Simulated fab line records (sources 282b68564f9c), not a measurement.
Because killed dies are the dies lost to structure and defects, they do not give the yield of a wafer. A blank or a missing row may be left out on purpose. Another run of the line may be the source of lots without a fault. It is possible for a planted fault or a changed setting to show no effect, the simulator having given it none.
fab line records | flow ritCmos
record lots=7 wafers=21 lastDay=6
route steps=202 shown PLDD@122 SPACER@125 NSD@131 M1@202
lots that met no fault: taken from a fault-free run of the same line
startH: the number of hours between the record's first day and the start of the first shown wafer of the lot | waitH: hours since the lot's step before | " identical to the entry in the row above | L1.1+2: several wafers, shown together as one row | - no value, or no start given | * or withheld: withheld | < > ~ a bound
route shown NAME@n: NAME is a module with steps in the file, n the number in the route of the first one | usual: mean/standard deviation taken from wafers without a fault | same: alike in all rows | chamber/n: place in a boat | sites: each site's reading | _std_site: their standard deviation | _edge_site: the outer-site mean with the inner-site mean subtracted | radiusMm: how far each site lies from the wafer's centre | mask NAME#n: copy n | behind: the last tool/chamber to shape the wafer | hold: the reason the lot was held/the length of the hold in hours/how it ended | device: names the non-switching transistor (n, p or np) | end of line: at the end of the route, the tests of the same wafers | a step with no rows: only its recipe | killed: count of dies lost to structure and defects at first sort (not the wafer's yield) | map: dies across one wafer; x = killed, . = not, _ = none there
set.NAME: the run value of the setting; set.NAME@STEP: its run value at that earlier step | model.NAME: the simulator's own value behind a step, which no gauge read
certain route steps with their lots: each step a table, each wafer a row
services: the hour from which a tool's chamber was out of use, counted from the record's first day as startH (under 0 if before that day), plus the number of hours and why
## steps
# step RIT_PLDD_IMPLANT_08
# recipe species=BF2 energyKev=20 doseCm2=9e+14 tiltDeg=7
# step RIT_PLDD_STRIP_09
# recipe chemistry=O2 timeS=180 resist=NOVOLAK platenTempC=withheld powerW=500 pressureMtorr=4000 o2FlowSccm=4000
# usual drypumpMotorCurrentA=6.2/0.37
# columns lot.wafer tool chamber startH waitH drypumpMotorCurrentA rfHoursCounterH
L431.2 plasmaAsher-03 0 48.28 0.1 6.8 42
L431.5 " 0 " " 6.8 -
L431.6 " 1 " " 6.3 -
L435.2 plasmaAsher-04 0 76.22 0.1 6.0 28
L435.3 " 1 " " 6.2 -
L435.6 " 0 " " 6.0 -
L436.3 plasmaAsher-02 0 78.86 0.1 5.6 -
L436.5 " 1 " " 5.9 -
L436.6 " 0 " " 5.6 -
L437.1 plasmaAsher-04 0 86.57 0.1 6.0 29
L437.3 " 0 " " 6.0 -
L437.4 " 1 " " 6.2 -
L438.2 plasmaAsher-03 0 89.70 0.1 6.7 46
L438.3 " 1 " " 6.3 -
L438.6 " 0 " " 6.8 -
L440.1 plasmaAsher-02 0 104.72 0.1 5.7 41
L440.2 " 1 " " 5.8 41
L440.6 " 1 " " 5.8 -
L444.1 plasmaAsher-03 0 122.88 0.1 6.8 50
L444.3 " 0 " " 6.8 -
L444.6 " 1 " " 6.3 -
# step RIT_PLDD_TW_MEAS_10
# usual PLDD_TW=2341/14
# columns lot.wafer tool chamber startH waitH PLDD_TW
L431.2 filmMetro-01 - 48.46 0.1 2339
L431.5 " - " " 2345
L431.6 " - " " 2346
L435.2 filmMetro-03 - 76.40 0.1 2331
L435.3 " - " " 2328
L435.6 " - " " 2350
L436.3 filmMetro-01 - 79.00 0.1 2345
L436.5 " - " " 2335
L436.6 " - " " 2344
L437.1 filmMetro-04 - 86.74 0.1 2353
L437.3 " - " " 2349
L437.4 " - " " 2350
L438.2 filmMetro-01 - 89.88 0.1 2353
L438.3 " - " " 2344
L438.6 " - " " 2341
L440.1 filmMetro-04 - 104.90 0.1 2342
L440.2 " - " " 2339
L440.6 " - " " 2335
L444.1 filmMetro-01 - 123.06 0.1 2351
L444.3 " - " " 2346
L444.6 " - " " 2350
# step RIT_SPACER_CLEAN_00
# recipe chemistry=SC1 mix=3:3:50 timeS=600 tempC=75
# step RIT_SPACER_CLEAN_01
# recipe chemistry=dHF dilution=50:1 timeS=30
# step RIT_SPACER_CLEAN_02
# recipe chemistry=SC2 mix=3:3:50 timeS=600 tempC=75 dry=n2Spin
# step RIT_SPACER_CVD_03
# recipe material=Si3N4 targetThkNm=250 tempC=810 precursor=SiH2Cl2/NH3 timeS=3300 pressureMtorr=300 sih2cl2FlowSccm=60 nh3FlowSccm=150
# step RIT_SPACER_THK_MEAS_04
# recipe reads=Si3N4_of_SPACER_CVD_03
# usual SPACER_NITRIDE_THK=250.7/2.6
# columns lot.wafer tool chamber startH waitH SPACER_NITRIDE_THK[nm]
L431.2 filmMetro-02 - 50.81 0.0 248.4
L431.5 " - " " 248.8
L431.6 " - " " 248.8
L435.2 filmMetro-02 - 78.75 0.0 249.6
L435.3 " - " " 250.3
L435.6 " - " " 249.9
L436.3 filmMetro-02 - 82.09 0.0 250.9
L436.5 " - " " 251.5
L436.6 " - " " 251.6
L437.1 filmMetro-02 - 89.08 0.0 248.6
L437.3 " - " " 249.1
L437.4 " - " " 248.7
L438.2 filmMetro-02 - 92.22 0.0 256.0
L438.3 " - " " 254.6
L438.6 " - " " 252.0
L440.1 filmMetro-02 - 107.28 0.0 250.9
L440.2 " - " " 250.0
L440.6 " - " " 251.3
L444.1 filmMetro-03 - 126.48 0.0 253.3
L444.3 " - " " 253.7
L444.6 " - " " 253.8
# step RIT_SPACER_ETCHBACK_05
# recipe targetDepthA=2500 SF6_flow_sccm=30 CHF3_flow_sccm=30 target=Si3N4 chemistry=SF6/CHF3 pressureMtorr=40 rfW=250 timeS=240 stopOn=SiO2
# usual drypumpMotorCurrentA=5.8/0.65 oesProductAu=0.846/0.015 throttleValvePct=10.31/0.16
# columns lot.wafer tool chamber startH waitH drypumpMotorCurrentA oesProductAu rfHoursCounterH throttleValvePct
L431.2 rieDiel-01 0 50.86 0.0 5.7 0.837 163 10.31
L431.5 " 3 " " 6.7 0.851 - 10.15
L431.6 " 0 " " 5.8 0.834 - 10.30
L435.2 rieDiel-04 2 78.80 0.0 5.0 0.854 70 10.54
L435.3 " 0 " " 6.6 0.857 2 10.18
L435.6 " 0 " " 6.6 0.869 - 10.15
L436.3 rieDiel-02 1 82.13 0.0 6.5 0.859 6 10.48
L436.5 " 2 " " 5.3 0.834 - 10.59
L436.6 " 3 " " 5.4 0.851 - 10.34
L437.1 rieDiel-04 2 89.14 0.1 5.0 0.854 70 10.54
L437.3 " 1 " " 5.0 0.849 8 10.04
L437.4 " 0 " " 6.6 0.855 2 10.17
L438.2 rieDiel-01 1 92.27 0.0 6.0 0.833 147 10.23
L438.3 " 2 " " 4.9 0.864 - 10.45
L438.6 " 2 " " 4.9 0.871 - 10.46
L440.1 rieDiel-04 1 107.34 0.1 5.0 0.857 8 10.04
L440.2 " 2 " " 5.0 0.858 70 10.56
L440.6 " 0 " " 6.5 0.872 - 10.18
L444.1 rieDiel-04 2 126.54 0.1 5.0 0.859 71 10.55
L444.3 " 0 " " 6.6 0.868 3 10.17
L444.6 " 3 " " 6.4 0.842 - 10.31
# step RIT_NSD_HMDS_00
# recipe primeTimeS=60 primeTempC=140
# step RIT_NSD_COAT_01
# recipe resist=NOVOLAK spinRpm=3250 resistThkNm=1000
# step RIT_NSD_SOFTBAKE_02
# recipe resist=NOVOLAK tempC=90 timeS=60
# step RIT_NSD_EXPOSE_03
# recipe maskId=M9 na=0.57 targetCdNm=40700 doseMj=250
# same na=0.57
# columns lot.wafer tool chamber startH waitH mask model.NSD.overlayXNm
L431.2+5+6 ilineStepper-02 0 51.60 0.2 M9#0 0.2923
L435.2+3+6 ilineStepper-02 0 79.42 0.1 M9#0 -1.22
L436.3+5+6 ilineStepper-02 0 82.77 0.1 M9#0 2.217
L437.1+3+4 ilineStepper-01 0 89.87 0.2 M9#0 -1.437
L438.2+3+6 ilineStepper-01 0 92.97 0.1 M9#0 -1.068
L440.1+2+6 ilineStepper-02 0 108.06 0.2 M9#0 5.139
L444.1+3+6 ilineStepper-02 0 127.27 0.2 M9#0 2.877
# step RIT_NSD_PEB_04
# recipe resist=NOVOLAK tempC=withheld timeS=withheld
# step RIT_M1_PROBE_99
# usual killedAtContacts=0.1/0.27 killedAtFrontEnd=6/3 killedDies=7/3 killedOnRim=1.7/1.4 killedOpen=3.1/2 killedShort=3.4/2
# same grossDies=264 killed_at_M0_to_M3=0 killed_at_M4_up=0 killedAtBackSide=0 killedAtOther=0
# columns lot.wafer tool chamber startH waitH killedAtContacts killedAtFrontEnd killedDies killedOnRim killedOpen killedShort
L435.2 prober-02 - 89.69 0.1 0 9 9 2 3 6
L435.3 prober-02 - 89.74 0.2 0 5 5 3 2 3
L435.6 prober-02 - 89.89 0.2 0 9 9 3 5 4
L436.3 prober-01 - 93.40 0.2 0 3 3 2 1 2
L436.5 prober-01 - 93.50 0.2 1 7 8 1 4 4
L436.6 prober-01 - 93.55 0.2 0 8 8 1 4 4
L440.1 prober-01 - 120.47 0.1 0 6 6 2 2 4
L440.2 prober-01 - 120.52 0.1 0 8 8 3 2 6
L440.6 prober-01 - 120.72 0.2 0 8 8 2 3 5
L444.1 prober-01 - 137.72 0.1 0 9 9 1 1 8
L444.3 prober-01 - 137.82 0.2 0 5 5 1 3 2
L444.6 prober-01 - 137.97 0.2 0 4 4 0 4 0
# killed by level:class
L435.2 FOX1:geometricParticle:short=2 GATE:geometricParticle:open=2 SPACER:geometricParticle:short=2 ACTIVE:geometricParticle:short=1 FOX2:geometricParticle:short=1 SILICIDE:geometricParticle:open=1
L435.3 FOX1:geometricParticle:open=1 GATE:geometricParticle:short=1 REOX:geometricParticle:short=1 SPACER:geometricParticle:open=1 SILICIDE:geometricParticle:short=1
L435.6 GATE:geometricParticle:short=3 FOX2:geometricParticle:open=2 SPACER:geometricParticle:open=2 FOX1:geometricParticle:short=1 GATE:geometricParticle:open=1
L436.3 GATE:geometricParticle:short=1 SPACER:geometricParticle:short=1 SPACER:geometricParticle:open=1
L436.5 SPACER:geometricParticle:short=3 SPACER:geometricParticle:open=2 FOX1:geometricParticle:short=1 REOX:geometricParticle:open=1 CONTACT:geometricParticle:open=1
L436.6 SPACER:geometricParticle:short=4 SPACER:geometricParticle:open=3 GATE:geometricParticle:open=1
L440.1 FOX2:geometricParticle:short=2 GATE:geometricParticle:open=2 GATE:geometricParticle:short=1 SPACER:geometricParticle:short=1
L440.2 GATE:geometricParticle:short=3 FOX1:geometricParticle:short=1 FOX1:geometricParticle:open=1 GATE:geometricParticle:open=1 SPACER:geometricParticle:short=1 SILICIDE:geometricParticle:short=1
L440.6 GATE:geometricParticle:short=3 GATE:geometricParticle:open=3 FOX1:geometricParticle:short=1 SILICIDE:geometricParticle:short=1
L444.1 GATE:geometricParticle:short=5 FOX1:geometricParticle:short=3 FOX1:geometricParticle:open=1
L444.3 FOX1:geometricParticle:open=1 GATE:geometricParticle:short=1 REOX:geometricParticle:open=1 SPACER:geometricParticle:open=1 SPACER:geometricParticle:short=1
L444.6 GATE:geometricParticle:open=3 SPACER:geometricParticle:open=1
## services
# columns tool chamber startH hours kind
plasmaAsher-02 - 26.21 1.6 repair
ilineStepper-01 - 26.57 0.5 repair
rieDiel-01 1 29.18 3.3 repair
rieDiel-04 0 39.43 3.9 repair
rieDiel-04 - 39.47 8.5 repair
rieDiel-04 1 40.14 14.4 repair
plasmaAsher-03 - 56.59 2.4 repair
ilineStepper-01 - 60.11 1.7 pm
ilineStepper-02 - 70.32 1.7 pm
rieDiel-01 0 76.22 - clean
rieDiel-01 0 76.22 24.8 scheduledDown
rieDiel-01 0 76.22 24.8 ventCycle
rieDiel-01 3 77.46 16.6 repair
ilineStepper-02 - 89.21 3.4 repair
plasmaAsher-02 - 105.02 4.3 repair
rieDiel-02 - 126.93 28.1 pm
## key
firstSign none at tools or gauges
modelEffect step=RIT_NSD_EXPOSE_03 value=NSD.overlayXNm without=1.154 struck=3.411
metAt RIT_NSD_EXPOSE_03
struckWafers L436.3,L436.5,L436.6,L440.1,L440.2,L440.6,L444.1,L444.3,L444.6
testerLeftOut L436,L440,L444
onsetBetween 79.42 82.77
fault kind=scannerMatchingOverlay tool=ilineStepper-02 chamber=- onsetH=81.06 steps=RIT_NSD_EXPOSE_03 offset=2.2574
# testerLeftOut: of these lots the tester's yield and bins aren't shown, on N5 and GAA mostly nor the transistor test; their killed dies are dies lost to structure and defects alone, not to doping, threshold or leakage, so they don't give the yield
